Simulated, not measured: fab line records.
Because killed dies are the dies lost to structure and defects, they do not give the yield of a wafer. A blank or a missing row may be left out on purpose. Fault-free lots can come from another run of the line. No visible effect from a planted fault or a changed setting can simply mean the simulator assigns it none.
Which tool did it?	flow berkeley_cmos170	36 wafers from 12 lots sampled at 2 of the route's 331 steps

WHAT EACH GAUGE READ, for each wafer
Not one reading of a measure or inspect step in the record can be checked against a usual standard deviation.

EACH LOT AND THE TOOL THAT RAN IT (in order: tool; ch and the chambers of the sampled wafers; start)
lot	UCB170_V1_ETCH_14	UCB170_V1_STRIP_15
L936	rie_diel-03 ch 1,2,3, day 7 02:18	plasma_asher-03 ch 0,1, day 7 02:29
L937	rie_diel-02 ch 2,3, day 7 02:41	plasma_asher-03 ch 0,1, day 7 02:52
L935	rie_diel-01 ch 2,3, day 7 02:58	plasma_asher-03 ch 0,1, day 7 03:08
L941	rie_diel-03 ch 0,1, day 8 04:22	plasma_asher-01 ch 0,1, day 8 04:35
L942	rie_diel-02 ch 0,1,2, day 8 14:59	plasma_asher-04 ch 0,1, day 8 15:10
L946	rie_diel-02 ch 0,1,2, day 9 07:00	plasma_asher-03 ch 1, day 9 07:11
L951	rie_diel-03 ch 0,2,3, day 10 07:28	plasma_asher-01 ch 0,1, day 10 07:39
L950	rie_diel-03 ch 0,1,2, day 10 07:46	plasma_asher-01 ch 0,1, day 10 07:59
L955	rie_diel-01 ch 0,1,2, day 11 07:09	plasma_asher-03 ch 0,1, day 11 07:20
L957	rie_diel-03 ch 0,1,3, day 12 02:26	plasma_asher-01 ch 0,1, day 12 02:39
L956	rie_diel-02 ch 0,1,2, day 12 02:38	plasma_asher-01 ch 0,1, day 12 02:49
L958	rie_diel-03 ch 1,2,3, day 12 02:44	plasma_asher-03 ch 0,1, day 12 02:55
- UCB170_V1_ETCH_14: etches SiO2 in CHF3/CF4/Ar, stops on Al, target depth 1250 nm, time 291 s.
- UCB170_V1_STRIP_15: strips in O2.

AS READ BY THE TOOLS THEMSELVES (means over the sampled wafers that have a number; for cases with no such wafer, the mark the record gives instead)
UCB170_V1_ETCH_14. Usual: drypump_motor_current_A 5.8 A, standard deviation 0.47; oes_product_au 0.879 a.u., standard deviation 0.012; throttle_valve_pct 7.01 %, standard deviation 0.09.
lot	tool	drypump_motor_current_A (A)	oes_product_au (a.u.)	throttle_valve_pct (%)	flag
L936	rie_diel-03	6.0	0.875	7.02	
L937	rie_diel-02	6.0	0.882	7.10	
L935	rie_diel-01	6.3	0.872	7.07	
L941	rie_diel-03	5.8	0.884	6.93	
L942	rie_diel-02	5.7	0.725	6.99	OFF
L946	rie_diel-02	5.7	0.728	6.99	OFF
L951	rie_diel-03	5.6	0.869	7.03	
L950	rie_diel-03	5.8	0.876	6.97	
L955	rie_diel-01	5.8	0.885	7.08	
L957	rie_diel-03	5.5	0.878	6.98	
L956	rie_diel-02	5.7	0.882	7.00	
L958	rie_diel-03	6.0	0.871	7.01	

UCB170_V1_STRIP_15. Usual: drypump_motor_current_A 5.5 A, standard deviation 0.35; oes_product_au 0.721 a.u., standard deviation 0.0048; strip_time_to_endpoint_s 15.32 s, standard deviation 0.093.
lot	tool	drypump_motor_current_A (A)	oes_product_au (a.u.)	strip_time_to_endpoint_s (s)	flag
L936	plasma_asher-03	5.5	0.722	15.35	
L937	plasma_asher-03	5.5	0.722	15.41	
L935	plasma_asher-03	5.7	0.723	15.13	
L941	plasma_asher-01	5.5	0.723	15.26	
L942	plasma_asher-04	5.3	0.724	18.23	OFF
L946	plasma_asher-03	5.4	0.723	18.10	OFF
L951	plasma_asher-01	5.5	0.724	15.33	
L950	plasma_asher-01	5.3	0.722	15.27	
L955	plasma_asher-03	5.5	0.722	15.28	
L957	plasma_asher-01	5.5	0.719	15.28	
L956	plasma_asher-01	5.3	0.724	15.44	
L958	plasma_asher-03	5.7	0.727	15.32	

THE ANSWER, worked out from the rows above alone
Rule: a lot counts as off when the mean over its wafers that have a number is more than 3 standard deviations away from the usual mean. Also off: a lot with no number at a reading for which 4 or more lots have one. All remaining lots with rows at the step are treated as sound. The gauges are gone through in route order, then the tools' own readings, and for those a lot's mean is taken as printed above. The first step at which some lot is off is used, and at that step the reading that is off furthest; a lot without a number counts as furthest.
Off: L942, L946 (UCB170_V1_ETCH_14, oes_product_au).
A tool fits if, at that step or a process step before it, it ran every lot that is off, and no sound lot after the first of them. Of those tried, none fits.

WHAT WAS PUT IN BY THE SIMULATOR
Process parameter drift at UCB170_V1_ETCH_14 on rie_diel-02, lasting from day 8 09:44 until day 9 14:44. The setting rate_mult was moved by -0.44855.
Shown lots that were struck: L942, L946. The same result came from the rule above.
